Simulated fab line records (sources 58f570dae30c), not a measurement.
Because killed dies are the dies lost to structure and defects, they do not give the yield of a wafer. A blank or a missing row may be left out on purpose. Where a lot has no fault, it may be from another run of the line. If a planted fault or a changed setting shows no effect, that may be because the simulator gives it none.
Which tool was responsible? | flow berkeley_cmos170 | 14 lots with 42 wafers sampled at 2 steps, on a route of 331 steps

## WHAT THE GAUGES READ, wafer by wafer
UCB170_PVT_TW_MEAS_09.
lot  | measured     | on            | PVT_TW
L356 | day 6 12:00  | film_metro-02 | 504 504 504
L352 | day 6 12:16  | film_metro-01 | 509 510 508
L353 | day 6 12:37  | film_metro-04 | 516 514 513
L364 | day 8 21:49  | film_metro-01 | 511 507 508
L365 | day 8 22:06  | film_metro-01 | 550 546 551 547 545 546
L367 | day 8 22:43  | film_metro-02 | 504 504 504
L366 | day 8 22:53  | film_metro-04 | 509 508 510
L362 | day 8 23:07  | film_metro-01 | 541 545 544 545 546 545
L368 | day 9 03:14  | film_metro-02 | 505 504 505
L371 | day 9 22:47  | film_metro-04 | 514 515 511
L370 | day 9 22:53  | film_metro-01 | 511 510 513
L369 | day 9 23:09  | film_metro-02 | 506 503 508
L372 | day 10 10:40 | film_metro-02 | 505 506 507
L375 | day 10 19:29 | film_metro-01 | 508 506 506

## EACH LOT AND THE TOOL THAT RAN IT (in order: tool; ch and the chambers of the sampled wafers; start)
lot  | UCB170_PVT_IMPLANT_07
L356 | implanter-04 ch 0, day 6 11:47
L352 | implanter-02 ch 0, day 6 12:02
L353 | implanter-04 ch 0, day 6 12:16
L364 | implanter-03 ch 0, day 8 21:34
L365 | implanter-04 ch 0, day 8 21:51
L367 | implanter-02 ch 0, day 8 22:28
L366 | implanter-03 ch 0, day 8 22:39
L362 | implanter-04 ch 0, day 8 22:52
L368 | implanter-02 ch 0, day 9 02:59
L371 | implanter-02 ch 0, day 9 22:32
L370 | implanter-03 ch 0, day 9 22:38
L369 | implanter-02 ch 0, day 9 22:56
L372 | implanter-03 ch 0, day 10 10:26
L375 | implanter-03 ch 0, day 10 19:14
- UCB170_PVT_IMPLANT_07

## WHAT THE TOOLS THEMSELVES READ (means of the sampled wafers that have a number; where no wafer has one, the mark that the record gives instead)
UCB170_PVT_IMPLANT_07.
lot  | tool         | beam_energy_keV | beam_on_s (s)
L356 | implanter-04 | 30.007          | 9.85
L352 | implanter-02 | 30.000          | 9.88
L353 | implanter-04 | 30.007          | 9.99
L364 | implanter-03 | 30.001          | 9.97
L365 | implanter-04 | 38.996          | 9.96
L367 | implanter-02 | 29.992          | 9.92
L366 | implanter-03 | 30.004          | 9.98
L362 | implanter-04 | 38.999          | 9.86
L368 | implanter-02 | 29.995          | 9.99
L371 | implanter-02 | 29.995          | 10.01
L370 | implanter-03 | 29.997          | 9.91
L369 | implanter-02 | 29.990          | 9.82
L372 | implanter-03 | 30.003          | 9.94
L375 | implanter-03 | 29.993          | 10.23

## THE ANSWER, worked out from the rows above alone
Rule: the lots themselves supply what counts as usual. The widest of any qualifying gaps counts: lots, ordered by their means at a reading, are off when they make up no more than a third of the lots, leave a main group of 4 or more, and stand apart from it by 3 or more times the standard deviation of that group's means. The tables above print the reading to a certain number of digits; a main group whose means all agree to those digits is not used. A lot without any number at a reading at which 4 lots or more have one is off too. Any other lot the step has rows for is counted as sound. Order of review: gauges by route order, followed by the tools' own readings, for which a lot's mean as printed above is used. The first step at which some lot is off is used, and at that step the reading that is off furthest; a lot without a number counts as furthest.
Off: L365, L362, at UCB170_PVT_TW_MEAS_09 (PVT_TW). For the main group the mean is 508 and the standard deviation 3.4.
A tool fits if, at a process step before that reading, it ran every lot that is off, and no sound lot after the first of them. Not tried: the gauges at UCB170_PVT_TW_MEAS_09; whatever is off there is also off at UCB170_PVT_IMPLANT_07, on other tools, and gauge error can't account for it. One fits: UCB170_PVT_IMPLANT_07 on implanter-04. A fault onset in the window from L353 (day 6 12:16, its last sound lot) to L365 (day 8 21:51, its first lot off) fits.
The tool's own readings at UCB170_PVT_IMPLANT_07 bear it out: on the lots that are off they differ by more than 5 times the standard deviation of the sound lots' means. beam_energy_keV reads 38.998 there against 29.999 on the sound lots.

## WHAT HAD BEEN PUT IN BY THE SIMULATOR
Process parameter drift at UCB170_PVT_IMPLANT_07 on implanter-04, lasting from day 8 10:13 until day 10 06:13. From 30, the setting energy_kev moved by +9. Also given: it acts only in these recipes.
Lots struck among those shown: L365, L362. The rule above reached the same finding.
